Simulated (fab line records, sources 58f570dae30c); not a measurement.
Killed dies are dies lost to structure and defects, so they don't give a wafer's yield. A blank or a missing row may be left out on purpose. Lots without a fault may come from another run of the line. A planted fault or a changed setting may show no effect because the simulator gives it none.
Tool commonality check | flow berkeley_cmos170 | 15 lots, 45 wafers sampled

WHY IT WAS OPENED
At UCB170_GATE_THK_MEAS_05 the reading GATE_POLY_THK is flagged on 3 of 15 lots. Wafers without a fault read 213.4 nm, standard deviation 2.2.
Rule: a lot is flagged when every wafer of it that has a number lies more than 4 standard deviations from that mean, or none has a number. The other lots count as sound.

lot  | measured     | on            | GATE_POLY_THK (nm), wafer by wafer | flag
L862 | day 7 11:21  | film_metro-02 | 214.1 213.6 216.4                  |
L861 | day 7 11:22  | film_metro-03 | 210.6 210.5 211.1                  |
L863 | day 8 00:28  | film_metro-04 | 212.6 211.1 210.2                  |
L864 | day 8 00:31  | film_metro-02 | 212.5 216.7 212.3                  |
L867 | day 8 16:20  | film_metro-04 | 209.4 208.7 210.2                  |
L870 | day 9 02:29  | film_metro-03 | 214.7 213.2 216.1                  |
L872 | day 9 20:03  | film_metro-04 | 211.3 211.9 212.5                  |
L874 | day 10 09:42 | film_metro-02 | 216.7 215.4 212.8                  |
L875 | day 10 09:43 | film_metro-04 | 213.9 215.8 214.5                  |
L878 | day 10 23:22 | film_metro-03 | 164.0 164.0 165.2                  | FLAGGED
L877 | day 10 23:23 | film_metro-02 | 160.0 160.9 161.0                  | FLAGGED
L879 | day 10 23:25 | film_metro-02 | 159.9 160.2 160.3                  | FLAGGED
L882 | day 11 14:41 | film_metro-04 | 214.9 212.8 212.7                  |
L881 | day 11 14:41 | film_metro-02 | 211.1 212.0 211.9                  |
L883 | day 11 14:45 | film_metro-02 | 212.5 211.6 211.8                  |
The numbers of the flagged lots are 161.7 nm on average: -51.7 nm against the usual, or -23 standard deviations.

WHICH TOOL RAN EACH LOT
The record holds 2 process steps before the reading, out of a route of 331 steps. In each cell: the tool, then ch and the chambers that the sampled wafers went through, then the start.
lot  | flag    | UCB170_ACTIVE_ETCH_15             | UCB170_GATE_CVD_04
L862 |         | rie_diel-04 ch 1,2,3, day 5 00:40 | lpcvd-02 ch 0, day 7 09:57
L861 |         | rie_diel-02 ch 1,2,3, day 5 00:32 | lpcvd-02 ch 0, day 7 09:57
L863 |         | rie_diel-01 ch 1,2, day 5 09:09   | lpcvd-01 ch 1, day 7 23:04
L864 |         | rie_diel-04 ch 0,1,3, day 5 16:58 | lpcvd-01 ch 1, day 7 23:04
L867 |         | rie_diel-04 ch 1,3, day 6 05:19   | lpcvd-01 ch 1, day 8 14:56
L870 |         | rie_diel-04 ch 1,2, day 7 00:15   | lpcvd-02 ch 1, day 9 01:05
L872 |         | rie_diel-04 ch 0,3, day 7 17:05   | lpcvd-02 ch 1, day 9 18:38
L874 |         | rie_diel-04 ch 0,1,3, day 8 02:50 | lpcvd-02 ch 0, day 10 08:18
L875 |         | rie_diel-04 ch 1,2,3, day 8 03:17 | lpcvd-02 ch 1, day 10 08:18
L878 | FLAGGED | rie_diel-04 ch 0,1, day 8 18:54   | lpcvd-02 ch 1, day 10 21:56
L877 | FLAGGED | rie_diel-04 ch 0,1, day 8 19:36   | lpcvd-02 ch 1, day 10 21:56
L879 | FLAGGED | rie_diel-02 ch 1,2,3, day 9 00:07 | lpcvd-02 ch 1, day 10 21:56
L882 |         | rie_diel-04 ch 1,2, day 9 08:35   | lpcvd-01 ch 0, day 11 13:17
L881 |         | rie_diel-01 ch 0,2, day 9 08:59   | lpcvd-01 ch 0, day 11 13:17
L883 |         | rie_diel-02 ch 2,3, day 9 08:42   | lpcvd-01 ch 0, day 11 13:17
What these steps do:
- UCB170_ACTIVE_ETCH_15: etches Si3N4 in CH3F/Ar/O2, stops on SiO2, target depth 242 nm, time 151 s.
- UCB170_GATE_CVD_04: deposits poly-Si from SiH4, time 1440 s, target thk 214 nm.
- UCB170_GATE_THK_MEAS_05

FLAGGED OVER TOTAL, TOOL BY TOOL (the gauges that took the reading come last)
step                    | tool          | lots run | flagged | share of the flagged lots | sound lots run after its first flagged lot
UCB170_ACTIVE_ETCH_15   | rie_diel-01   | 2        | 0       | none                      | -
UCB170_ACTIVE_ETCH_15   | rie_diel-02   | 3        | 1       | some                      | 1 (L883)
UCB170_ACTIVE_ETCH_15   | rie_diel-04   | 10       | 2       | some                      | 1 (L882)
UCB170_GATE_CVD_04      | lpcvd-01      | 6        | 0       | none                      | -
UCB170_GATE_CVD_04      | lpcvd-02      | 9        | 3       | all                       | 0
UCB170_GATE_THK_MEAS_05 | film_metro-02 | 7        | 2       | some                      | 2 (L881,L883)
UCB170_GATE_THK_MEAS_05 | film_metro-03 | 3        | 1       | some                      | 0
UCB170_GATE_THK_MEAS_05 | film_metro-04 | 5        | 0       | none                      | -

WHAT THE TABLE ALLOWS
1 row of the table ran every flagged lot: lpcvd-02 at UCB170_GATE_CVD_04.
- lpcvd-02 at UCB170_GATE_CVD_04: 3 of its 9 lots flagged. Its last sound lot is L874 (day 10 08:18), its first flagged lot L877 (day 10 21:56): a fault that began between those two fits. Its own readings lie more than 4 standard deviations out on every wafer of the flagged lots: spike_tc_centre_C, spike_tc_load_C, spike_tc_source_C, susceptor_temp_C.
One tool is left: lpcvd-02 at UCB170_GATE_CVD_04.

WHAT THE SIMULATOR HAD PUT IN
Process parameter drift: lpcvd-02, from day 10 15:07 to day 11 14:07, at UCB170_GATE_CVD_04. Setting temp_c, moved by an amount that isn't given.
Lots struck among those shown: L878, L877, L879. The rule above found the same.
